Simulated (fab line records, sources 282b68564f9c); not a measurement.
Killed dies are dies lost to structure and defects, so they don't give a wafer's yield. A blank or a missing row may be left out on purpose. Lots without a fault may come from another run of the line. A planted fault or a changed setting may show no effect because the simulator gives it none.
Which tool did it? | flow rit_cmos | 14 lots, 42 wafers sampled, at 5 steps of a route of 202

WHAT THE GAUGES READ, wafer by wafer
RIT_ACTIVE_CD_MEAS_11: target cd 1400 nm.
lot  | measured    | on        | cd_nm (nm)
L289 | day 1 19:50 | cd_sem-02 | 1398.9 1399.7 1399.7
L290 | day 2 00:30 | cd_sem-01 | 1399.4 1397.8 1399.3
L292 | day 2 10:58 | cd_sem-02 | 1399.4 1402.4 1401.9
L293 | day 2 16:09 | cd_sem-02 | 1398.8 1401.4 1399.9
L294 | day 2 20:35 | cd_sem-02 | 1405.2 1406.0 1406.0
L295 | day 3 01:37 | cd_sem-01 | 1400.8 1400.3 1401.1
L296 | day 3 06:35 | cd_sem-02 | 1398.5 1398.1 1398.9
L297 | day 3 11:26 | cd_sem-01 | 1398.2 1398.3 1398.7
L298 | day 3 16:34 | cd_sem-01 | 1403.9 1403.4 1406.3
L299 | day 3 21:34 | cd_sem-01 | 1402.4 1404.5 1403.1
L300 | day 4 02:26 | cd_sem-01 | 1398.5 1398.2 1397.6
L301 | day 4 07:28 | cd_sem-01 | 1400.2 1399.7 1400.2
L307 | day 5 13:34 | cd_sem-02 | 1399.0 1399.3 1401.9
L311 | day 6 09:34 | cd_sem-01 | 1401.3 1400.5 1401.9

RIT_ACTIVE_CD_MEAS_90: target cd 1400 nm.
lot  | measured    | on        | cd_nm (nm)
L289 | day 1 20:25 | cd_sem-01 | 1399.2 1399.4 1399.8
L290 | day 2 01:05 | cd_sem-02 | 1399.4 1397.7 1399.5
L292 | day 2 11:32 | cd_sem-02 | 1399.5 1402.3 1401.1
L293 | day 2 16:44 | cd_sem-01 | 1399.1 1401.8 1399.8
L294 | day 2 21:10 | cd_sem-01 | 1405.3 1405.7 1406.3
L295 | day 3 02:11 | cd_sem-01 | 1400.5 1400.1 1401.1
L296 | day 3 07:10 | cd_sem-01 | 1398.2 1397.8 1398.6
L297 | day 3 12:01 | cd_sem-02 | 1398.4 1397.5 1398.5
L298 | day 3 17:08 | cd_sem-01 | 1403.9 1403.1 1406.8
L299 | day 3 22:08 | cd_sem-02 | - - -
L300 | day 4 03:01 | cd_sem-02 | - - -
L301 | day 4 08:02 | cd_sem-02 | 1400.0 1399.4 1400.2
L307 | day 5 14:08 | cd_sem-01 | 1398.9 1398.7 1401.4
L311 | day 6 10:08 | cd_sem-01 | 1401.3 1401.4 1401.7

RIT_FOX2_THK_MEAS_91.
lot  | measured    | on            | FIELD_OXIDE_LEFT_2_THK (nm)
L289 | day 2 13:08 | film_metro-01 | 270 277 276
L290 | day 2 18:56 | film_metro-03 | 254 264 261
L292 | day 3 05:29 | film_metro-02 | 260 254 257
L293 | day 3 09:29 | film_metro-03 | 251 254 258
L294 | day 3 13:46 | film_metro-03 | 260 261 257
L295 | day 3 19:48 | film_metro-01 | 261 256 261
L296 | day 4 00:22 | film_metro-02 | 257 257 262
L297 | day 4 05:59 | film_metro-02 | 254 247 246
L298 | day 4 10:32 | film_metro-01 | 257 253 250
L301 | day 5 01:21 | film_metro-02 | 256 251 254
L307 | day 6 07:05 | film_metro-01 | 257 255 254
L311 | day 7 03:35 | film_metro-01 | 253 245 256

RIT_CONTACT_OVL_MEAS_09.
lot  | measured    | on         | CONTACT_OVL (nm)
L289 | day 3 10:07 | overlay-01 | 0.1 -0.5 -0.3
L290 | day 3 16:49 | overlay-01 | -1.7 -0.5 -3.4
L292 | day 4 01:23 | overlay-02 | -3.3 -2.3 -3.0
L293 | day 4 05:29 | overlay-01 | -0.5 -0.6 0.0
L294 | day 4 09:46 | overlay-01 | -0.8 -0.2 1.3
L295 | day 4 15:57 | overlay-02 | 0.3 -1.6 -0.4
L296 | day 4 20:38 | overlay-02 | -0.7 -3.2 -0.8
L297 | day 5 02:03 | overlay-02 | -1.1 -2.5 -0.9
L298 | day 5 05:52 | overlay-01 | -1.0 -0.9 -1.6
L301 | day 5 21:28 | overlay-02 | -2.5 -1.5 -0.9
L307 | day 7 02:08 | overlay-01 | 1.0 1.6 0.4
L311 | day 8 01:06 | overlay-02 | -1.0 -1.8 -2.5

WHICH TOOL RAN EACH LOT (tool, then ch and the chambers of the sampled wafers, then the start)
lot  | RIT_ACTIVE_ETCH_13
L289 | rie_diel-04 ch 0,1,2, day 1 20:04
L290 | rie_diel-04 ch 1,2,3, day 2 00:45
L292 | rie_diel-02 ch 0,1,3, day 2 11:14
L293 | rie_diel-04 ch 1,2, day 2 16:25
L294 | rie_diel-03 ch 0,2,3, day 2 20:50
L295 | rie_diel-02 ch 0,1,3, day 3 01:53
L296 | rie_diel-04 ch 0,1,2, day 3 06:50
L297 | rie_diel-03 ch 0,1,2, day 3 11:43
L298 | rie_diel-03 ch 0,1,2, day 3 16:50
L299 | rie_diel-04 ch 1,3, day 3 21:50
L300 | rie_diel-03 ch 0,1,3, day 4 02:43
L301 | rie_diel-02 ch 0,1,3, day 4 07:43
L307 | rie_diel-02 ch 0,2,3, day 5 13:50
L311 | rie_diel-04 ch 0,1,2, day 6 09:50
- RIT_ACTIVE_ETCH_13: etches Si3N4 in SF6, stops on SiO2, time 210 s, target depth 210 nm.

WHAT THE TOOLS THEMSELVES READ (means of the sampled wafers that have a number; where no wafer has one, the mark that the record gives instead)
RIT_ACTIVE_ETCH_13.
lot  | tool        | SF6_flow_sccm (sccm) | chamber_pressure_mTorr (mTorr) | drypump_motor_current_A (A) | oes_product_au (a.u.) | throttle_valve_pct (%)
L289 | rie_diel-04 | 200.0                | 260.11                         | 5.9                         | 0.828                 | 7.47
L290 | rie_diel-04 | 199.7                | 260.04                         | 5.9                         | 0.833                 | 7.45
L292 | rie_diel-02 | 199.9                | 259.96                         | 5.9                         | 0.826                 | 7.41
L293 | rie_diel-04 | 200.5                | 260.15                         | 5.8                         | 0.838                 | 7.44
L294 | rie_diel-03 | 199.8                | 260.13                         | 6.0                         | 0.808                 | 7.43
L295 | rie_diel-02 | 199.4                | 259.97                         | 5.9                         | 0.825                 | 7.42
L296 | rie_diel-04 | 199.8                | 260.01                         | 5.9                         | 0.826                 | 7.47
L297 | rie_diel-03 | 200.3                | 260.09                         | 6.0                         | 0.827                 | 7.43
L298 | rie_diel-03 | 199.9                | 260.07                         | 5.9                         | 0.820                 | 7.42
L299 | rie_diel-04 | -                    | -                              | -                           | -                     | -
L300 | rie_diel-03 | -                    | -                              | -                           | -                     | -
L301 | rie_diel-02 | 199.8                | 259.90                         | 5.9                         | 0.820                 | 7.42
L307 | rie_diel-02 | 200.1                | 260.23                         | 5.8                         | 0.810                 | 7.50
L311 | rie_diel-04 | 199.8                | 259.93                         | 5.9                         | 0.827                 | 7.47

THE ANSWER, worked out from the rows above alone
Rule: what is usual is taken from the lots themselves. Put in order of their means at a reading, lots are off if they are a third of the lots or fewer, leave a main group of 4 or more, and stand apart from it by a gap of 3 or more times the standard deviation of the main group's means; of several such gaps the widest counts. A main group whose means are all the same, to the digits that the tables above print for the reading, isn't used. A lot without any number at a reading at which 4 lots or more have one is off too. The other lots that the step has rows for count as sound. The gauges are gone through in route order, then the tools' own readings, and for those a lot's mean is taken as printed above. The first step at which some lot is off is used, and at that step the reading that is off furthest; a lot without a number counts as furthest.
Off: L299, L300, at RIT_ACTIVE_CD_MEAS_90 (cd_nm). Without a number there: L299, L300. The main group: mean 1400.7 nm, standard deviation 2.3.
A tool fits if, at a process step before that reading, it ran every lot that is off, and no sound lot after the first of them. The gauges at RIT_ACTIVE_CD_MEAS_90 aren't tried: what is off there is off at RIT_ACTIVE_ETCH_13 too, on other tools, and a gauge's error can't cause that. None of those tried fits.

WHAT THE SIMULATOR HAD PUT IN
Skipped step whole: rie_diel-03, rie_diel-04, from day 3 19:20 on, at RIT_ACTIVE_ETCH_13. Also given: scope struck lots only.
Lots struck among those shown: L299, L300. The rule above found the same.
